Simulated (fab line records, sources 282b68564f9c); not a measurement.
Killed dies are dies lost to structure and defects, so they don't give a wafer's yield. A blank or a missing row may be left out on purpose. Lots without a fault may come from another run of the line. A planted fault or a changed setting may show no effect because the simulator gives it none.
A struck lot beside a sound one | flow rit_cmos | 14 steps out of a route of 202
Sound: wafers L775.1, L775.2, L775.4. Struck: wafers L774.1, L774.2, L774.3. The cause comes at the end.
At each step with rows: each side's tool, then ch and its chambers, then its first start. Under that, the readings that differ: sound wafers | struck wafers | difference of the means | sigmas: that difference in standard deviations of wafers without a fault.
alike: readings whose means differ by less than 2 such deviations, and words and numbers that are the same on both sides. not compared: withheld readings, readings that some wafer has no value for, bounds like >300 that may hide the same value, and numbers for which the record gives no deviation and whose values overlap.
The two part at a step that has a row with sigmas, a row that says differs or no value, or rows on one side only. Numbers that don't overlap but have no deviation are shown without sigmas and don't part them. A reading that every wafer of one side lacks parts them only if that side has two wafers or more.

RIT_PRETRO_OVL_MEAS_06:
  sound on overlay-01, day 6 06:04; struck on overlay-01, day 6 02:20
  alike: PRETRO_OVL
then, 2 steps without rows for these wafers: RIT_PRETRO_HARDBAKE_07 (time 120 s); RIT_PRETRO_IMPLANT_08.
RIT_PRETRO_STRIP_09: strips in O2, time 180 s.
  sound on plasma_asher-01 ch 0,1, day 6 06:31; struck on plasma_asher-01 ch 0,1, day 6 02:46
  alike: drypump_motor_current_A
  not compared: rf_hours_counter_h
RIT_PRETRO_TW_MEAS_10:
  sound on film_metro-01, day 6 06:41; struck on film_metro-01, day 6 02:57
  alike: PRETRO_TW
then, 5 steps without rows for these wafers: RIT_GATE_WET_ETCH_00 (etches SiO2 in BOE, target depth 56 nm, time 60 s); RIT_GATE_CLEAN_01 (cleans in SC1, time 600 s); RIT_GATE_CLEAN_02 (cleans in dHF, time 30 s); RIT_GATE_CLEAN_03 (cleans in SC2, time 600 s); RIT_GATE_CLEAN_04 (cleans in dHF, time 60 s).
RIT_FOX2_THK_MEAS_91:
  sound on film_metro-01, day 6 07:10; struck on film_metro-01, day 6 03:26
  alike: FIELD_OXIDE_LEFT_2_THK
then, 1 step without rows for these wafers: RIT_GATE_OXIDATION_05 (target thk 3 nm, ox time 270 s).
RIT_GATE_ANNEAL_06: time 600 s.
  sound on furnace-02 ch 0, day 6 08:18; struck on furnace-03, day 6 04:35
  no value came back on the struck wafers for run_length_s (s), spike_tc_centre_C (C); on the sound wafers run_length_s (s) reads 877 877 877
RIT_GATE_THK_MEAS_07:
  sound on film_metro-01, day 6 08:33; struck on film_metro-03, day 6 04:50
  alike: GATE_OXIDE_THK

WHERE THEY PART
Only at RIT_GATE_ANNEAL_06, within this record. Later steps at which nothing parts them and some readings are alike: RIT_GATE_THK_MEAS_07.

WHY: what the simulator had put in
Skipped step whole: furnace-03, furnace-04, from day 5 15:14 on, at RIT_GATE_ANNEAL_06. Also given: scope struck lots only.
